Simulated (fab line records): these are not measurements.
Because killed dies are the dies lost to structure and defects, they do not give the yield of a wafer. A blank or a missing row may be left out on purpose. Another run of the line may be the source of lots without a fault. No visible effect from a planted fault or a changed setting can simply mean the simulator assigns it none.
Chamber matching || flow berkeley-cmos170 || 3 sister chambers for UCB170_V1_CMP_02 on cmp-01
The step polishes SiO2. 3 wafers are shown with their chamber, then 6 later ones without.

## WAFERS, EACH WITH ITS CHAMBER
{"wafer": "L902.3", "chamber": 3, "motor-current-A (A)": 15.4}
{"wafer": "L901.4", "chamber": 1, "motor-current-A (A)": 16.8}
{"wafer": "L901.5", "chamber": 2, "motor-current-A (A)": 16.0}

## WAFERS WITH NO CHAMBER GIVEN
{"wafer": "L901.6", "motor-current-A (A)": 15.7}
{"wafer": "L907.2", "motor-current-A (A)": 16.1}
{"wafer": "L907.4", "motor-current-A (A)": 16.2}
{"wafer": "L913.1", "motor-current-A (A)": 15.6}
{"wafer": "L913.5", "motor-current-A (A)": 15.3}
{"wafer": "L913.6", "motor-current-A (A)": 16.3}

## CHAMBER TAKEN BY EACH
{"wafer": "L901.6", "from the rows above": "can't be placed: 3 or 2", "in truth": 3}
{"wafer": "L907.2", "from the rows above": 2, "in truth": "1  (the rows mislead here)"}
{"wafer": "L907.4", "from the rows above": "can't be placed: 2 or 1", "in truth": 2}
{"wafer": "L913.1", "from the rows above": "can't be placed: 3 or 2", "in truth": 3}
{"wafer": "L913.5", "from the rows above": 3, "in truth": 3}
{"wafer": "L913.6", "from the rows above": "can't be placed: 2 or 1", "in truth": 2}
Placed correctly: 1 of 6. From these rows, 4 cannot be placed; in 4 the true chamber is one of the candidates. Number placed wrongly: 1.
How it was worked out, from the rows above alone: a wafer's distance from a chamber is the root of the sum, over the readings, of the square of ((its reading less the chamber's mean) divided by the reading's scatter). The wafer belongs to the nearest chamber; if the next one is less than 2 further off, it can't be placed. The mean given for a chamber averages the wafers shown for that chamber. The scatter: with one shown wafer a chamber, the root of the mean of the squares of how far each hidden wafer lies from its nearest shown one.
